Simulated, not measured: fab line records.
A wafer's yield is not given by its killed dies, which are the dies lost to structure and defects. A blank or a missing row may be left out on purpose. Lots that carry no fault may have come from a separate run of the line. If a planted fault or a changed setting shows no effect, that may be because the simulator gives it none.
Which of the tools did it? ; flow berkeley-cmos170 ; 21 wafers sampled from 7 lots at 1 step of a route of 331

## WHAT EACH GAUGE READ, for each wafer
UCB170_ACTIVE_THK_MEAS_03.
lot;measured;on;ACTIVE_OXIDE_THK (nm)
L157;day 4 12:35;film-metro-03;26.8 26.5 26.6
L158;day 4 12:35;film-metro-02;26.8 27.3 27.1
L165;day 5 20:31;film-metro-02;26.8 26.6 25.9
L172;day 7 02:22;film-metro-02;25.8 26.5 26.7
L173;day 7 15:51;film-metro-02;27.1 26.8 27.0
L176;day 8 03:34;film-metro-03;26.0 26.1 26.3
L179;day 9 01:30;film-metro-03;25.3 25.1 25.1

## EACH LOT AND THE TOOL THAT RAN IT (in order: tool; ch and the chambers of the sampled wafers; start)
The record holds no process step before these readings.

## THE ANSWER, worked out from the rows above alone
Rule: the usual values come from the lots themselves. Put in order of their means at a reading, lots are off if they are a third of the lots or fewer, leave a main group of 4 or more, and stand apart from it by a gap of 3 or more times the standard deviation of the main group's means; of several such gaps the widest counts. A main group is skipped when, at the precision printed for the reading in the tables above, its means are all equal. Also off: a lot with no number at a reading for which 4 or more lots have one. All remaining lots with rows at the step are treated as sound.
No lot is off at any reading shown: from this, nothing can be told.

## WHAT THE SIMULATOR HAD PUT IN
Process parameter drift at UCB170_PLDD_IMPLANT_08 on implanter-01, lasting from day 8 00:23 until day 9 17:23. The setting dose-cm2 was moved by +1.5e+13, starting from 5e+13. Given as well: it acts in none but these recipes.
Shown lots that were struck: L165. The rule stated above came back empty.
